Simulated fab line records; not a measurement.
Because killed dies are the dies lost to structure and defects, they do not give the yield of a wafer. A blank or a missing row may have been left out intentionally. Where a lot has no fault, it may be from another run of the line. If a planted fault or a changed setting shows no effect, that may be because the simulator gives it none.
Commonality check across tools / flow rit-cmos / Sample size 14 lots and 42 wafers

== WHY THIS WAS OPENED ==
RIT_ACTIVE_THK_MEAS_04, reading ACTIVE_NITRIDE_THK: flagged on 2 of 14 lots. No-fault wafers: 149.9 nm, standard deviation 1.5.
Rule: a lot is flagged when every wafer of it that has a number lies more than 4 standard deviations from that mean, or none has a number. As for the other lots, they are considered sound.

lot=L581; measured=day 1 13:50; on=film-metro-02; ACTIVE_NITRIDE_THK (nm), wafer by wafer=151.7 152.5 151.8; flag=
lot=L582; measured=day 1 19:20; on=film-metro-04; ACTIVE_NITRIDE_THK (nm), wafer by wafer=148.4 147.8 148.1; flag=
lot=L583; measured=day 2 00:20; on=film-metro-04; ACTIVE_NITRIDE_THK (nm), wafer by wafer=148.8 150.4 149.8; flag=
lot=L584; measured=day 2 05:15; on=film-metro-04; ACTIVE_NITRIDE_THK (nm), wafer by wafer=148.5 149.6 148.1; flag=
lot=L585; measured=day 2 10:16; on=film-metro-04; ACTIVE_NITRIDE_THK (nm), wafer by wafer=150.4 150.4 151.3; flag=
lot=L586; measured=day 2 15:32; on=film-metro-04; ACTIVE_NITRIDE_THK (nm), wafer by wafer=148.6 148.5 148.7; flag=
lot=L588; measured=day 3 03:02; on=film-metro-04; ACTIVE_NITRIDE_THK (nm), wafer by wafer=149.4 149.4 149.2; flag=
lot=L589; measured=day 3 07:16; on=film-metro-04; ACTIVE_NITRIDE_THK (nm), wafer by wafer=147.0 148.6 148.2; flag=
lot=L590; measured=day 3 11:16; on=film-metro-02; ACTIVE_NITRIDE_THK (nm), wafer by wafer=254.1 253.9 253.0; flag=FLAGGED
lot=L591; measured=day 3 15:40; on=film-metro-02; ACTIVE_NITRIDE_THK (nm), wafer by wafer=149.3 149.1 150.2; flag=
lot=L595; measured=day 4 12:36; on=film-metro-03; ACTIVE_NITRIDE_THK (nm), wafer by wafer=252.2 254.2 251.7; flag=FLAGGED
lot=L598; measured=day 5 02:32; on=film-metro-02; ACTIVE_NITRIDE_THK (nm), wafer by wafer=151.1 149.9 151.0; flag=
lot=L600; measured=day 5 12:32; on=film-metro-03; ACTIVE_NITRIDE_THK (nm), wafer by wafer=146.9 147.6 147.6; flag=
lot=L603; measured=day 6 04:14; on=film-metro-04; ACTIVE_NITRIDE_THK (nm), wafer by wafer=151.2 150.5 151.7; flag=
The mean of the flagged lots' numbers is 253.2 nm, +103.3 nm from the usual (+69 standard deviations).

== WHICH TOOL EACH LOT WENT THROUGH ==
The record keeps 1 process step preceding the reading, out of 202 steps on the route. Every cell lists first the tool, next ch and the chambers used by the sampled wafers, and last the start.
lot=L581; flag=; RIT_ACTIVE_CVD_03=lpcvd-01 ch 1, day 1 12:24
lot=L582; flag=; RIT_ACTIVE_CVD_03=lpcvd-02 ch 1, day 1 17:13
lot=L583; flag=; RIT_ACTIVE_CVD_03=lpcvd-02 ch 1, day 1 22:13
lot=L584; flag=; RIT_ACTIVE_CVD_03=lpcvd-02 ch 0, day 2 03:07
lot=L585; flag=; RIT_ACTIVE_CVD_03=lpcvd-01 ch 1, day 2 08:07
lot=L586; flag=; RIT_ACTIVE_CVD_03=lpcvd-02 ch 0, day 2 14:06
lot=L588; flag=; RIT_ACTIVE_CVD_03=lpcvd-02 ch 0, day 3 00:54
lot=L589; flag=; RIT_ACTIVE_CVD_03=lpcvd-01 ch 0, day 3 05:09
lot=L590; flag=FLAGGED; RIT_ACTIVE_CVD_03=lpcvd-02 ch 0, day 3 09:07
lot=L591; flag=; RIT_ACTIVE_CVD_03=lpcvd-01 ch 0, day 3 14:14
lot=L595; flag=FLAGGED; RIT_ACTIVE_CVD_03=lpcvd-02 ch 0, day 4 11:10
lot=L598; flag=; RIT_ACTIVE_CVD_03=lpcvd-01 ch 0, day 5 01:07
lot=L600; flag=; RIT_ACTIVE_CVD_03=lpcvd-01 ch 0, day 5 11:07
lot=L603; flag=; RIT_ACTIVE_CVD_03=lpcvd-01 ch 1, day 6 02:07
What the steps here do:
- RIT_ACTIVE_CVD_03: deposits Si3N4 from SiH2Cl2/NH3, target thk 150 nm, time 1500 s.
- RIT_ACTIVE_THK_MEAS_04

== FLAGGED AGAINST TOTAL, ONE TOOL AT A TIME (gauges that did the reading follow at the end) ==
step=RIT_ACTIVE_CVD_03; tool=lpcvd-01; lots run=7; flagged=0; share of the flagged lots=none; sound lots run after its first flagged lot=-
step=RIT_ACTIVE_CVD_03; tool=lpcvd-02; lots run=7; flagged=2; share of the flagged lots=all; sound lots run after its first flagged lot=0
step=RIT_ACTIVE_THK_MEAS_04; tool=film-metro-02; lots run=4; flagged=1; share of the flagged lots=some; sound lots run after its first flagged lot=2 (L591,L598)
step=RIT_ACTIVE_THK_MEAS_04; tool=film-metro-03; lots run=2; flagged=1; share of the flagged lots=some; sound lots run after its first flagged lot=1 (L600)
step=RIT_ACTIVE_THK_MEAS_04; tool=film-metro-04; lots run=8; flagged=0; share of the flagged lots=none; sound lots run after its first flagged lot=-

== WHAT THE TABLE ALLOWS ==
In the table, 1 row covers all flagged lots: lpcvd-02 at RIT_ACTIVE_CVD_03.
- lpcvd-02 at RIT_ACTIVE_CVD_03: 2 of its 7 lots flagged. Last sound lot L588 at day 3 00:54, first flagged lot L590 at day 3 09:07; a fault beginning in between fits. Its own readings (spike-tc-centre-C, spike-tc-load-C, spike-tc-source-C, susceptor-temp-C) fall more than 4 standard deviations out on all wafers of the flagged lots.
One tool is left: lpcvd-02 at RIT_ACTIVE_CVD_03.

== WHAT THE SIMULATOR HAD PUT IN ==
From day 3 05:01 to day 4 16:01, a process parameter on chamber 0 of lpcvd-02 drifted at RIT_ACTIVE_CVD_03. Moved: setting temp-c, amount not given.
Shown lots that were struck: L590, L595. The rule above found the same.
